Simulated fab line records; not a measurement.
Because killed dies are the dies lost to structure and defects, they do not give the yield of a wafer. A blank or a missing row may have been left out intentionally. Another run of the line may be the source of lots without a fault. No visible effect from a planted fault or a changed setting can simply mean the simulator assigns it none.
Struck lot and sound lot, side by side | flow rit-cmos | 27 steps out of a route of 202
Sound: these wafers, L728.3, L728.5, L728.6. Struck: wafer L737.3. (L737.1, L737.4 of the same lot were not struck and are left out.) The cause comes at the end.
Per side, at each step with rows, come the tool, then ch with its chambers, and then its first start. Under that, the readings that differ: sound wafers | struck wafers | difference of the means | sigmas: that difference in standard deviations of wafers without a fault.
alike: readings with means less than 2 such deviations apart, plus words and numbers identical on both sides. not compared: withheld readings, readings lacking a value on some wafer, bounds such as >300 that could conceal the same value, and numbers that have no deviation in the record and whose values overlap.
A row with sigmas, a row that says differs or no value, or rows on one side alone: a step with any of these is where the two part. Numbers that don't overlap but have no deviation are shown without sigmas and don't part them. A reading missing from all wafers of one side parts the sides only when that side holds two or more wafers.

first, 4 steps without rows for these wafers: RIT_CONTACT_SOFTBAKE_04 (time 60 s); RIT_CONTACT_EXPOSE_05 (exposes mask M11, target cd 1000 nm); RIT_CONTACT_PEB_06; RIT_CONTACT_DEVELOP_07 (develop time 120 s).
RIT_CONTACT_CD_MEAS_08: target cd 1000 nm.
  sound on cd-sem-01 at day 5 07:56; struck on cd-sem-02 at day 7 03:17
  alike: cd-nm
RIT_CONTACT_OVL_MEAS_09:
  sound on overlay-02 at day 5 08:02; struck on overlay-02 at day 7 03:25
  alike: CONTACT_OVL
then, 1 step without rows for these wafers: RIT_CONTACT_HARDBAKE_10 (time 60 s).
RIT_CONTACT_ETCH_11: etches SiO2 in CHF3/CF4/Ar, stops on TiSi2, target depth 480 nm, time 320 s.
  sound on rie-diel-02 ch 0,3, day 5 08:13; struck on rie-diel-03 ch 2, day 7 03:35
  alike: CHF3_flow_sccm, drypump-motor-current-A, oes-product-au, throttle-valve-pct
  not compared: rf-hours-counter-h
RIT_CONTACT_STRIP_12: strips in O2, time 180 s.
  sound on plasma-asher-02 ch 0,1, day 5 08:28; struck on plasma-asher-02 ch 1, day 7 03:47
  alike: drypump-motor-current-A, rf-refl-power-W
  not compared: rf-hours-counter-h
RIT_CONTACT_CD_MEAS_90: target cd 1000 nm.
  sound on cd-sem-01 at day 5 08:37; struck on cd-sem-01 at day 7 03:58
  alike: cd-nm
then, 2 steps without rows for these wafers: RIT_CONTACT_CLEAN_13 (cleans in SC1, time 600 s); RIT_CONTACT_CLEAN_14 (cleans in SC2, time 600 s).
RIT_M1_SPUTTER_00: material Al, target thk 400 nm, time 500 s.
  sound on pvd-sputter-01 at day 5 09:03; struck on pvd-sputter-04 at day 7 04:27
  reading                               | sound             | struck | difference | sigmas
  model.Al_of_M1_SPUTTER_00.thk-nm (nm) | 401.7 401.6 398.4 | 688.3  | +287.7     |
  alike: substrate-temp-c, throttle-valve-pct
RIT_M1_RS_MEAS_01: uses a four-point probe to measure.
  sound on film-metro-01 at day 5 09:23; struck on film-metro-02 at day 7 04:44
  reading           | sound                | struck | difference | sigmas
  M1_AL_RS (ohm/sq) | 0.0730 0.0729 0.0735 | 0.0423 | -0.0308    | -37
RIT_M1_THK_MEAS_02: measures by xrf.
  sound on film-metro-01 at day 5 09:29; struck on film-metro-02 at day 7 04:52
  reading        | sound       | struck | difference | sigmas
  M1_AL_THK (nm) | 396 395 393 | 693    | +298       | +50
then, 6 steps without rows for these wafers: RIT_M1_HMDS_03 (prime time 60 s); RIT_M1_COAT_04 (resist thk 1300 nm); RIT_M1_SOFTBAKE_05 (time 60 s); RIT_M1_EXPOSE_06 (exposes mask M12, target cd 2600 nm); RIT_M1_PEB_07; RIT_M1_DEVELOP_08 (develop time 68 s).
RIT_M1_CD_MEAS_09: target cd 2600 nm.
  sound on cd-sem-02 at day 5 10:35; struck on cd-sem-01 at day 7 05:53
  alike: cd-nm
RIT_M1_OVL_MEAS_10:
  sound on overlay-01 at day 5 10:41; struck on overlay-02 at day 7 06:01
  alike: M1_OVL
then, 1 step without rows for these wafers: RIT_M1_HARDBAKE_11 (time 120 s).
RIT_M1_METAL_ETCH_12: etches Al in Cl2/BCl3, stops on SiO2, time 165 s, target depth 600 nm.
  sound on rie-metal-03 ch 0,1, day 5 11:00; struck on rie-metal-04 ch 0, day 7 06:18
  reading               | sound             | struck | difference | sigmas
  oes-product-au (a.u.) | 0.788 0.783 0.791 | 0.992  | +0.205     | +20
  alike: drypump-motor-current-A, throttle-valve-pct
  not compared: rf-hours-counter-h
then, 1 step without rows for these wafers: RIT_M1_STRIP_13 (strips in nmp, time 600 s).
RIT_M1_PROBE_99:
  sound on prober-02 at day 5 13:29; struck on prober-01 at day 7 08:40
  reading                                | sound              | struck | difference | sigmas
  defect-limited-yield (%)               | 97.3 96.2 98.5     | 0      | -97        | -81
  killed_at_M0_to_M3                     | 0 0 0              | 258    | +258       | +99 or more
  killed-dies                            | 7 10 4             | 264    | +257       | +83
  killed-on-rim                          | 1 6 2              | 70     | +67        | +45
  sort_bin_5_function (%)                | 0.8 1.5 1.1        | 99.2   | +98.1      | +99 or more
  sort-n-pass                            | 257 254 260        | 0      | -257       | -83
  sort-yield-pct (%)                     | 97.3 96.2 98.5     | 0      | -97        | -81
  model.etest.tester.sort-n-pass         | 257 254 260        | 0      | -257       |
  model.etest.tester.sort-yield-pct (%)  | 97.35 96.21 98.48  | 0      | -97        |
  model.etest.tester.sort_bin_5_pct (%)  | 0.7576 1.515 1.136 | 99.24  | +98.10     |
  model.etest.pmos_0p3.over-limit        | 0 0 0              | 1      | +1         |
  model.etest.pmos_0p15.over-limit       | 0 0 0              | 1      | +1         |
  model.etest.field-p-metal.short        | 0 0 0              | 1      | +1         |
  model.etest.antenna-m1.short           | 0 0 0              | 1      | +1         |
  model.etest.poly-comb-over-steps.short | 0 0 0              | 1      | +1         |
  alike: killed-at-front-end, killed-open, killed-short, sort_bin_3_pad_short, sort_bin_6_memory

== WHERE THEY PART ==
Last at RIT_M1_PROBE_99 as far as this record goes, first at RIT_M1_RS_MEAS_01.

WHY: whatever the simulator had introduced
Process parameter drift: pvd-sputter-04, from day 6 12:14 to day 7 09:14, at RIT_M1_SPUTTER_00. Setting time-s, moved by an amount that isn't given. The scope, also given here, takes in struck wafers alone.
